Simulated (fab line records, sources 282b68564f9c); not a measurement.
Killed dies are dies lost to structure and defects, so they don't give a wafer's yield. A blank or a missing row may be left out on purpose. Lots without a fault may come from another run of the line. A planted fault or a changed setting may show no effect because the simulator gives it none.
fab line records | flow rit_cmos
record lots=13 wafers=39 last_day=7
route steps=202 shown SPACER@130 M1@202
lots that met no fault: from a run of the same line without faults
start_h: hours from the record's first day to the start of the lot's first wafer shown | wait_h: hours since the lot's step before | " the same as in the row above | L1.1+2: a row that stands for several wafers | - no value, or no start given | * or withheld: withheld | < > ~ a bound
route shown NAME@n: a module of which the file shows steps, and the number in the route of the first | usual: mean/standard deviation of fault-free wafers | same: alike in all rows | chamber/n: place in a boat | sites: the reading at each site | _std_site: their standard deviation | _edge_site: outer sites' mean less inner sites' | radius_mm: how far each site lies from the wafer's centre | mask NAME#n: copy n | behind: the tool/chamber that last shaped the wafer | hold: why the lot was held/for how many hours/how that ended | device: the transistor (n, p or np) that didn't switch | end of line: the same wafers' tests at the end of the route | a step without rows: its recipe alone | killed: dies lost to structure and defects at the first sort, not the wafer's yield | map: a wafer's dies, x killed, . not, _ none there
set.NAME: the setting as run; set.NAME@STEP: as run at that earlier step | model.NAME: the simulator's own value behind a step, which no gauge read
steps of the route over a sample of lots; a table a step, a row a wafer
services: from which hour (start_h, from the record's first day; less than 0 if before it) a tool's chamber was out of use, for how many hours, and why
## steps
# step RIT_SPACER_ETCHBACK_05
# recipe target_depth_a=2500 SF6_flow_sccm=30 CHF3_flow_sccm=30 target=Si3N4 chemistry=SF6/CHF3 pressure_mtorr=40 rf_w=250 time_s=240 stop_on=SiO2
# usual CHF3_flow_sccm=30.00/0.087 drypump_motor_current_A=6.0/0.58 oes_product_au=0.849/0.012 throttle_valve_pct=10.29/0.16
# columns lot.wafer tool chamber start_h wait_h CHF3_flow_sccm drypump_motor_current_A oes_product_au rf_hours_counter_h throttle_valve_pct
L764.2 rie_diel-04 3 46.12 0.0 30.08 6.7 0.854 60 10.60
L764.3 " 1 " " 30.01 6.5 0.856 98 10.43
L764.6 " 2 " " 29.97 5.3 0.848 - 10.17
L767.1 rie_diel-04 3 61.72 0.1 29.97 6.7 0.838 60 10.59
L767.3 " 1 " " 30.03 6.5 0.839 98 10.44
L767.6 " 2 " " 30.05 5.4 0.835 - 10.16
L768.3 rie_diel-04 0 70.26 0.0 30.14 6.5 0.862 108 10.31
L768.4 " 3 " " 30.21 6.7 0.852 60 10.61
L768.5 " 3 " " 30.14 6.7 0.846 - 10.59
L769.1 rie_diel-02 1 71.24 0.1 30.20 5.7 0.863 26 10.06
L769.2 " 0 " " 29.94 5.4 0.842 8 10.21
L769.5 " 2 " " 30.05 5.4 0.864 - 10.37
L770.3 rie_diel-04 0 77.88 0.0 30.05 6.5 0.850 108 10.31
L770.5 " 0 " " 30.01 6.5 0.866 - 10.32
L770.6 " 3 " " 30.10 6.7 0.851 - 10.60
L771.1 rie_diel-02 2 84.19 0.1 29.96 5.4 0.862 6 10.35
L771.2 " 0 " " 29.90 5.4 0.834 8 10.22
L771.5 " 1 " " 30.04 5.8 0.853 - 10.08
L773.2 rie_diel-04 0 91.70 0.0 29.98 6.6 0.860 108 10.30
L773.5 " 3 " " 30.00 6.7 0.840 - 10.60
L773.6 " 2 " " 30.00 5.3 0.834 - 10.15
L774.3 rie_diel-02 2 95.51 0.0 29.89 5.4 0.867 6 10.34
L774.4 " 3 " " 30.08 6.2 0.836 107 10.31
L774.6 " 3 " " 29.88 6.2 0.833 - 10.30
L775.1 rie_diel-02 2 102.02 0.1 29.86 5.4 0.868 7 10.36
L775.4 " 1 " " 30.04 5.8 0.865 26 10.07
L775.6 " 3 " " 29.97 6.2 0.848 - 10.30
L777.1 rie_diel-04 3 113.12 0.1 30.11 6.7 0.851 61 10.59
L777.2 " 0 " " 30.05 6.5 0.866 109 10.29
L777.5 " 2 " " 29.99 5.3 0.830 - 10.16
L779.2 rie_diel-02 0 121.24 0.0 30.01 5.4 0.845 9 10.21
L779.3 " 2 " " 30.11 5.4 0.901 7 10.39
L779.5 " 2 " " 30.02 5.4 0.904 - 10.37
L786.2 rie_diel-01 3 159.01 0.0 29.92 4.8 0.846 83 10.07
L786.4 " 0 " " 29.97 6.4 0.847 7 10.08
L786.5 " 0 " " 30.00 6.4 0.853 - 10.12
L787.1 rie_diel-04 0 164.81 0.1 29.94 6.5 0.861 109 10.31
L787.2 " 3 " " 30.05 6.7 0.846 62 10.60
L787.6 " 0 " " 30.22 6.5 0.858 - 10.30
# step RIT_M1_PROBE_99
# usual killed_at_contacts=0.1/0.34 killed_at_front_end=7/3 killed_dies=7/3.1 killed_open=3.4/1.9 killed_short=3.4/2.1
# same gross_dies=264 killed_at_M0_to_M3=0 killed_at_M4_up=0 killed_at_back_side=0 killed_at_other=0
# columns lot.wafer tool chamber start_h wait_h killed_at_contacts killed_at_front_end killed_dies killed_open killed_short
L774.3 prober-02 - 106.42 0.2 0 7 7 3 4
L774.4 prober-02 - 106.47 0.2 0 7 7 5 2
L774.6 prober-02 - 106.57 0.2 0 2 2 1 1
L775.1 prober-01 - 113.14 0.1 0 4 4 0 2
L775.4 prober-01 - 113.29 0.2 0 9 9 4 4
L775.6 prober-01 - 113.39 0.2 0 10 10 4 5
L777.1 prober-01 - 126.11 0.1 0 4 4 2 2
L777.2 prober-01 - 126.16 0.1 0 2 2 1 1
L777.5 prober-01 - 126.31 0.2 0 4 4 2 2
# killed by level:class
L774.3 GATE:geometric_particle:short=2 REOX:geometric_particle:open=2 FOX1:geometric_particle:short=1 GATE:geometric_particle:open=1 SILICIDE:geometric_particle:short=1
L774.4 FOX1:geometric_particle:open=4 FOX1:geometric_particle:short=1 GATE:geometric_particle:open=1 GATE:geometric_particle:short=1
L774.6 FOX1:geometric_particle:open=1 GATE:geometric_particle:short=1
L775.1 FOX1:geometric_particle:short=2 NLDD:coat_microbubble_printed=1 PSD:coat_microbubble_printed=1
L775.4 FOX1:geometric_particle:short=2 SILICIDE:geometric_particle:open=2 FOX1:geometric_particle:open=1 GATE:geometric_particle:open=1 GATE:geometric_particle:short=1 REOX:geometric_particle:short=1 NSD:coat_microbubble_printed=1
L775.6 GATE:geometric_particle:short=3 FOX1:geometric_particle:short=2 FOX1:geometric_particle:open=1 FOX2:geometric_particle:open=1 GATE:geometric_particle:open=1 SPACER:geometric_particle:open=1 NSD:coat_microbubble_printed=1
L777.1 GATE:geometric_particle:open=2 GATE:geometric_particle:short=2
L777.2 FOX1:geometric_particle:open=1 GATE:geometric_particle:short=1
L777.5 FOX1:geometric_particle:open=1 GATE:geometric_particle:short=1 SILICIDE:geometric_particle:short=1 SILICIDE:geometric_particle:open=1
## services
# columns tool chamber start_h hours kind
rie_diel-04 0 24.03 4.2 repair
rie_diel-02 0 30.03 6.2 repair
rie_diel-02 - 44.53 2.8 pm
rie_diel-04 1 74.75 5.0 repair
rie_diel-01 2 138.51 1.3 repair
rie_diel-04 2 159.72 7.2 repair
## key
first_sign step=RIT_SPACER_ETCHBACK_05 reading=oes_product_au direction=up sigmas=4.4 usual=0.849 struck=0.903
effect none on later readings
met_at RIT_SPACER_ETCHBACK_05
struck_lots L779
struck_wafers L779.3,L779.5
tester_left_out L779
onset_between 102.02 121.24
fault kind=process_parameter_drift tool=rie_diel-02 chamber=2 onset_h=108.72 steps=RIT_SPACER_ETCHBACK_05 channel=target_depth_a offset=-140.09 shape=step end_h=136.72 acts_in=these_recipes_only stated=2500
# tester_left_out: of these lots the tester's yield and bins aren't shown, on N5 and GAA mostly nor the transistor test; their killed dies are dies lost to structure and defects alone, not to doping, threshold or leakage, so they don't give the yield
